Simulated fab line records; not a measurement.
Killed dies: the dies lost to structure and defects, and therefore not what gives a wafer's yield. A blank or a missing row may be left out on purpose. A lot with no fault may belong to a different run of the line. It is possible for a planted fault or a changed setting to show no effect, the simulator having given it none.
Which tool is to blame? :: flow rit_cmos :: route of 202 steps, sampled at 1 step: 14 lots, 42 wafers

## WHAT THE GAUGES READ, wafer by wafer
The record lacks any reading of a measuring or inspecting step that a usual standard deviation could be used to judge.

## EACH LOT AND THE TOOL THAT RAN IT (in order: tool; ch and the chambers of the sampled wafers; start)
lot: L476
RIT_PRETRO_EXPOSE_03: iline_stepper-02 ch 0, day 2 14:37

lot: L477
RIT_PRETRO_EXPOSE_03: iline_stepper-02 ch 0, day 2 19:12

lot: L478
RIT_PRETRO_EXPOSE_03: iline_stepper-01 ch 0, day 3 00:28

lot: L479
RIT_PRETRO_EXPOSE_03: iline_stepper-01, day 3 03:26

lot: L480
RIT_PRETRO_EXPOSE_03: iline_stepper-02, day 3 08:42

lot: L489
RIT_PRETRO_EXPOSE_03: iline_stepper-01 ch 0, day 5 11:52

lot: L490
RIT_PRETRO_EXPOSE_03: iline_stepper-01 ch 0, day 5 19:04

lot: L493
RIT_PRETRO_EXPOSE_03: iline_stepper-01 ch 0, day 6 02:47

lot: L492
RIT_PRETRO_EXPOSE_03: iline_stepper-02 ch 0, day 6 03:29

lot: L495
RIT_PRETRO_EXPOSE_03: iline_stepper-01 ch 0, day 6 07:56

lot: L494
RIT_PRETRO_EXPOSE_03: iline_stepper-01 ch 0, day 6 08:07

lot: L496
RIT_PRETRO_EXPOSE_03: iline_stepper-01 ch 0, day 6 13:59

lot: L497
RIT_PRETRO_EXPOSE_03: iline_stepper-01 ch 0, day 6 19:33

lot: L499
RIT_PRETRO_EXPOSE_03: iline_stepper-01 ch 0, day 7 03:16
- RIT_PRETRO_EXPOSE_03: exposes mask M5, target cd 43700 nm.

## AS READ BY THE TOOLS THEMSELVES (means over the sampled wafers that have a number; for cases with no such wafer, the mark the record gives instead)
RIT_PRETRO_EXPOSE_03.
lot: L476
tool: iline_stepper-02
exposure_dose_mJ_cm2: 249.98
focus_offset_nm (nm): -0.5

lot: L477
tool: iline_stepper-02
exposure_dose_mJ_cm2: 250.20
focus_offset_nm (nm): -0.4

lot: L478
tool: iline_stepper-01
exposure_dose_mJ_cm2: 250.10
focus_offset_nm (nm): 0.2

lot: L479
tool: iline_stepper-01
exposure_dose_mJ_cm2: -
focus_offset_nm (nm): -

lot: L480
tool: iline_stepper-02
exposure_dose_mJ_cm2: -
focus_offset_nm (nm): -

lot: L489
tool: iline_stepper-01
exposure_dose_mJ_cm2: 250.26
focus_offset_nm (nm): 0.2

lot: L490
tool: iline_stepper-01
exposure_dose_mJ_cm2: 250.05
focus_offset_nm (nm): 0.6

lot: L493
tool: iline_stepper-01
exposure_dose_mJ_cm2: 250.12
focus_offset_nm (nm): 0.1

lot: L492
tool: iline_stepper-02
exposure_dose_mJ_cm2: 249.84
focus_offset_nm (nm): 0.1

lot: L495
tool: iline_stepper-01
exposure_dose_mJ_cm2: 249.99
focus_offset_nm (nm): -0.3

lot: L494
tool: iline_stepper-01
exposure_dose_mJ_cm2: 249.97
focus_offset_nm (nm): 0.0

lot: L496
tool: iline_stepper-01
exposure_dose_mJ_cm2: 250.06
focus_offset_nm (nm): -0.0

lot: L497
tool: iline_stepper-01
exposure_dose_mJ_cm2: 249.97
focus_offset_nm (nm): 0.0

lot: L499
tool: iline_stepper-01
exposure_dose_mJ_cm2: 250.16
focus_offset_nm (nm): -0.0

## THE ANSWER, worked out from the rows above alone
Rule: the usual values come from the lots themselves. Put in order of their means at a reading, lots are off if they are a third of the lots or fewer, leave a main group of 4 or more, and stand apart from it by a gap of 3 or more times the standard deviation of the main group's means; of several such gaps the widest counts. A main group is skipped when, at the precision printed for the reading in the tables above, its means are all equal. Also off: a lot with no number at a reading for which 4 or more lots have one. The other lots that the step has rows for count as sound. After the gauges, taken in route order, come the tools' own readings; for these a lot's mean is taken, as printed above. The first step at which some lot is off is used, and at that step the reading that is off furthest; a lot without a number counts as furthest.
Off: L479, L480, at RIT_PRETRO_EXPOSE_03 (exposure_dose_mJ_cm2). Without a number there: L479, L480. The main group: mean 250.06, standard deviation 0.11.
A tool fits if, at that step or a process step before it, it ran every lot that is off, and no sound lot after the first of them. No candidate that was tried fits.

## WHAT THE SIMULATOR HAD INSERTED
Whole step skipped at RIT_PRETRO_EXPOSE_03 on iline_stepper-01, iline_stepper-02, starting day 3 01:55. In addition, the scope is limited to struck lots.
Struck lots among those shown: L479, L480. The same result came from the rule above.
